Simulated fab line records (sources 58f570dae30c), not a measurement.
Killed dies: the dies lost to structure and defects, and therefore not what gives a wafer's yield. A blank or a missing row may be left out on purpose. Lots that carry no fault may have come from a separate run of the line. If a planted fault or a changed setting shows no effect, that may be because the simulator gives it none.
One fault seen from 2 desks | flow berkeleyCmos170 | what lay behind the numbers comes last; until then each desk has only its own

TOOL OWNER'S DESK, rieDiel-02
The tool's own readings at UCB170_M2_ETCH_17 (etches BARC in N2/H2): means of the sampled wafers that have a number, for each lot that ran on this tool. Marked OUT: a lot whose mean sits more than 4 standard deviations from the usual mean, which makes it out of limits; the brackets give that distance.
Columns: A = drypumpMotorCurrentA at UCB170_M2_ETCH_17, usual 6.0 A; B = oesProductAu at UCB170_M2_ETCH_17, usual 1.011 a.u.; C = rfFwdPowerW at UCB170_M2_ETCH_17, usual 494.4 W; D = throttleValvePct at UCB170_M2_ETCH_17, usual 13.40 %
lot  | first seen here | A   | B     | C               | D
L681 | day 9 05:56     | 6.4 | 0.984 | 496.1           | 13.28
L685 | day 10 12:35    | 6.3 | 1.004 | 496.5           | 13.37
L686 | day 10 15:29    | 6.3 | 0.996 | 496.2           | 13.39
L693 | day 11 14:34    | 6.1 | 0.938 | 417.9 (-36) OUT | 13.40
L696 | day 13 02:29    | 6.2 | 0.943 | 413.7 (-38) OUT | 13.32
This desk's verdict: out of limits on L693, L696, starting with L693 at day 11 14:34 (rfFwdPowerW at UCB170_M2_ETCH_17). In limits: L681, L685, L686.

AT THE METROLOGY DESK
What the gauges read, lot by lot, whatever tool the lot ran on: means of the sampled wafers that have a number. Marked OUT: a lot whose mean sits more than 4 standard deviations from the usual mean, which makes it out of limits; the brackets give that distance.
Columns: A = V1_BOW at UCB170_V1_BOW_MEAS_03, usual 18 um; B = V1_POLISHED_THK at UCB170_V1_THK_MEAS_04, usual 1000.1 nm
lot  | first seen here | A  | B
L680 | day 8 22:41     | 15 | 1001.5
L681 | day 8 22:41     | 15 | 1000.2
L683 | day 8 22:59     | 7  | 999.6
L685 | day 10 08:29    | 20 | 999.5
L687 | day 10 09:47    | 22 | 1001.6
L686 | day 10 10:05    | 19 | 999.8
L692 | day 10 17:28    | 11 | 1000.3
L691 | day 10 18:49    | 25 | 1001.1
L693 | day 11 10:35    | 14 | 999.4
L698 | day 12 16:15    | 10 | 1000.8
L696 | day 12 17:36    | 14 | 999.6
L699 | day 12 23:32    | 24 | 1000.7
L701 | day 13 02:13    | 26 | 999.2
L703 | day 13 17:21    | 17 | 1000.5
This desk's verdict: no lot among the 14 shows anything out of limits.

ALL TOGETHER
On L693, L696, at day 11 14:34, an alarm was possible from the tool owner's desk.
From the metrology desk's view, nothing was out of limits.
The metrology desk holds a record of L693, L696, inside its limits.
All the named lots went through UCB170_M2_ETCH_17 on rieDiel-02.

WHAT THE SIMULATOR HAD INSERTED
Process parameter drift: rieDiel-02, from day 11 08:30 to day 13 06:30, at UCB170_M2_ETCH_17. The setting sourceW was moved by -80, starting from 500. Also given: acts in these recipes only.
Lots struck among those shown: L693, L696.
Each desk's first reading out of limits, in hours after the fault started: the tool owner's desk, 6.
